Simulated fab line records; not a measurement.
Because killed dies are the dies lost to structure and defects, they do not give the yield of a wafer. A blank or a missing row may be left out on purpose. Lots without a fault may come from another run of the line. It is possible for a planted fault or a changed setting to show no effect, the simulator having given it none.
Comparing a struck lot with a sound one | flow berkeley-cmos170 | 18 out of 331 route steps
Sound: these wafers, L537.1, L537.4, L537.5. Struck: wafers L553.2, L553.3, L553.5. At the end, the cause is stated.
Per side, at each step with rows, come the tool, then ch with its chambers, and then its first start. Under that, the readings that differ: sound wafers | struck wafers | difference of the means | sigmas: that difference in standard deviations of wafers without a fault.
alike: a reading whose means differ by less than 2 such deviations, as well as words and numbers matching on both sides. not compared: withheld readings; readings where some wafer has no value; bounds like >300 that might hide an equal value; numbers whose values overlap and for which the record gives no deviation.
The two part at a step that has a row with sigmas, a row that says differs or no value, or rows on one side only. Numbers that don't overlap but have no deviation are shown without sigmas and don't part them. A reading missing from all wafers of one side parts the sides only when that side holds two or more wafers.

first, 2 steps without rows for these wafers: UCB170_GATE_PEB_10; UCB170_GATE_DEVELOP_11 (develop time 45 s).
UCB170_GATE_CD_MEAS_12: the cd target is 350 nm.
  struck on cd-sem-02, day 11 00:11; sound on cd-sem-01, day 7 14:42
  alike: cd-nm
UCB170_GATE_OVL_MEAS_13:
  struck on overlay-01, day 11 00:18; sound on overlay-02, day 7 14:49
  alike: GATE_OVL
UCB170_GATE_ETCH_14: etches BARC in N2/H2.
  sound on rie-diel-01 ch 2,3, day 7 14:51; struck on rie-diel-02 ch 0,1, day 11 00:20
  reading             | sound             | struck            | difference | sigmas
  h2-flow-sccm (sccm) | 200.6 200.4 201.0 | 199.1 200.1 199.3 | -1.2       | -2
  alike: drypump-motor-current-A, oes-product-au, throttle-valve-pct
UCB170_GATE_ETCH_15: etches poly-Si in HBr/Cl2, stops on SiO2, time 57.48 s, target depth 278.2 nm.
  sound on rie-si-02 ch 0,1,2, day 7 14:54; struck on rie-si-01 ch 1,2,3, day 11 00:22
  alike: drypump-motor-current-A, mfc-cl2-sccm, oes-product-au, throttle-valve-pct
  not compared: rf-hours-counter-h
UCB170_GATE_STRIP_16: strips in O2.
  sound on plasma-asher-03 ch 0, day 7 14:56; struck on plasma-asher-02 ch 0,1, day 11 00:25
  alike: drypump-motor-current-A, oes-product-au
  not compared: rf-hours-counter-h
UCB170_GATE_CD_MEAS_90: the cd target is 350 nm.
  struck on cd-sem-02, day 11 00:32; sound on cd-sem-02, day 7 15:02
  alike: cd-nm
then, 4 steps without rows for these wafers: UCB170_GATE_CLEAN_17 (cleans in SPM, time 600 s); UCB170_PLDD_HMDS_00 (prime time 60 s); UCB170_PLDD_COAT_01 (resist thk 900 nm); UCB170_PLDD_SOFTBAKE_02 (time 60 s).
UCB170_PLDD_EXPOSE_03: exposes mask PSELECT, target cd 1200 nm.
  sound on krf-scanner-02 ch 0, day 7 16:07; struck on krf-scanner-01 ch 0, day 11 01:25
  reading                      | sound                | struck               | difference | sigmas
  stage-vel-mm-s (mm/s)        | 500.09 499.93 500.15 | 499.72 499.47 499.65 | -0.44      | -2
  model.PLDD.overlay-x-nm (nm) | 2.446 2.446 2.446    | 308.6 308.6 308.6    | +306.2     |
  alike: mask
then, 2 steps without rows for these wafers: UCB170_PLDD_PEB_04; UCB170_PLDD_DEVELOP_05 (develop time 45 s).
UCB170_PLDD_CD_MEAS_06: the cd target is 1200 nm.
  struck on cd-sem-02, day 11 02:13; sound on cd-sem-02, day 7 16:40
  alike: cd-nm
UCB170_PLDD_OVL_MEAS_07:
  struck on overlay-02, day 11 02:32; sound on overlay-02, day 7 16:47
  reading       | sound  | struck      | difference | sigmas
  PLDD_OVL (nm) | 7 -1 6 | 314 310 312 | +308       | +58
  not compared: hold
UCB170_M3_PROBE_99:
  rows exist in the record for the sound wafers here (prober-01, day 9 04:23), none for the struck ones

WHERE THEY PART
Last at UCB170_M3_PROBE_99 as far as this record goes, first at UCB170_GATE_ETCH_14.

WHY: what had been put in by the simulator
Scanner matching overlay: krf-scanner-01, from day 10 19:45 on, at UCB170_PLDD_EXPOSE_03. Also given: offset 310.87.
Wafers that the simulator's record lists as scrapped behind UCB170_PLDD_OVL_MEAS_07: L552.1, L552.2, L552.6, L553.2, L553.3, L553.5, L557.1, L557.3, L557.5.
